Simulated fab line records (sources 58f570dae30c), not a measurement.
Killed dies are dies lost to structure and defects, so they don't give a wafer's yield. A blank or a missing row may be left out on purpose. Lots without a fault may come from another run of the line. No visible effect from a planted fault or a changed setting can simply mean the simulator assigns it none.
The tool behind it: which one? ; flow berkeley_cmos170 ; 15 lots with 45 wafers sampled at 2 steps, on a route of 331 steps

== WHAT THE GAUGES SHOWED, per wafer ==
UCB170_NWELL_THK_MEAS_02. Usual: for NWELL_OXIDE_THK the level is 26.5 nm and the standard deviation is 0.43.
lot;measured;on;NWELL_OXIDE_THK (nm);flag
L681;day 2 01:01;film_metro-04;26.3 26.6 25.4;
L682;day 2 09:37;film_metro-03;26.4 26.8 26.3;
L683;day 2 18:10;film_metro-04;26.4 26.9 26.7;
L685;day 3 03:37;film_metro-01;26.8 26.4 26.1;
L686;day 3 03:37;film_metro-04;26.0 25.7 26.0;
L688;day 3 21:19;film_metro-04;39.5 39.5 40.2;OFF
L690;day 3 22:34;film_metro-01;26.5 26.1 26.2;
L694;day 4 21:15;film_metro-03;39.7 38.0 39.5;OFF
L696;day 5 01:59;film_metro-04;25.9 26.2 26.1;
L697;day 5 14:02;film_metro-03;41.8 41.4 41.2;OFF
L700;day 5 23:35;film_metro-01;27.0 27.3 27.3;
L701;day 6 07:47;film_metro-03;26.2 26.4 25.8;
L702;day 6 15:13;film_metro-03;26.3 26.4 26.4;
L703;day 6 15:13;film_metro-04;26.2 26.0 26.0;
L704;day 6 23:14;film_metro-04;26.5 26.3 26.7;

== TOOL THAT RAN EACH LOT (tool first, then ch and the chambers of the sampled wafers, then the start) ==
lot;UCB170_NWELL_OXIDATION_01
L681;furnace-04 ch 0, day 1 23:38
L682;furnace-01 ch 0, day 2 08:16
L683;furnace-01 ch 0, day 2 16:48
L685;furnace-02 ch 0, day 3 02:16
L686;furnace-02 ch 0, day 3 02:16
L688;furnace-01 ch 0, day 3 17:07
L690;furnace-02 ch 0, day 3 21:13
L694;furnace-02 ch 0, day 4 17:17
L696;furnace-04 ch 0, day 5 00:38
L697;furnace-01 ch 0, day 5 08:20
L700;furnace-04 ch 0, day 5 22:14
L701;furnace-02 ch 0, day 6 06:26
L702;furnace-02 ch 0, day 6 13:52
L703;furnace-02 ch 0, day 6 13:52
L704;furnace-01 ch 0, day 6 21:53
- UCB170_NWELL_OXIDATION_01: target thk 26.4 nm, ox time 1260 s.

== WHAT THE TOOLS THEMSELVES READ (means of the sampled wafers that have a number; where no wafer has one, the mark that the record gives instead) ==
UCB170_NWELL_OXIDATION_01. Usual: 1000 C for tube_center_temp_C, sd 0.094.
lot;tool;tube_center_temp_C (C);flag
L681;furnace-04;1000;
L682;furnace-01;1000;
L683;furnace-01;1000;
L685;furnace-02;1000;
L686;furnace-02;1000;
L688;furnace-01;1000;
L690;furnace-02;1000;
L694;furnace-02;1000;
L696;furnace-04;1000;
L697;furnace-01;1000;
L700;furnace-04;1000;
L701;furnace-02;1000;
L702;furnace-02;1000;
L703;furnace-02;1000;
L704;furnace-01;1000;

== THE ANSWER, worked out from the rows above alone ==
Rule: a lot counts as off when the mean over its wafers that have a number is more than 3 standard deviations away from the usual mean. A lot without any number at a reading at which 4 lots or more have one is off too. All remaining lots with rows at the step are treated as sound. The gauges are gone through in route order, then the tools' own readings, and for those a lot's mean is taken as printed above. At the first step where some lot is off, the reading lying furthest off is the one used; lots without a number count as furthest.
Off: at UCB170_NWELL_THK_MEAS_02 (NWELL_OXIDE_THK), L688, L694, L697.
If a tool, at a process step before that reading, ran all the lots that are off and no sound lot after the first of them, it fits. Gauges at UCB170_NWELL_THK_MEAS_02: tried the same way as those tools. No candidate that was tried fits.

== WHAT HAD BEEN PUT IN BY THE SIMULATOR ==
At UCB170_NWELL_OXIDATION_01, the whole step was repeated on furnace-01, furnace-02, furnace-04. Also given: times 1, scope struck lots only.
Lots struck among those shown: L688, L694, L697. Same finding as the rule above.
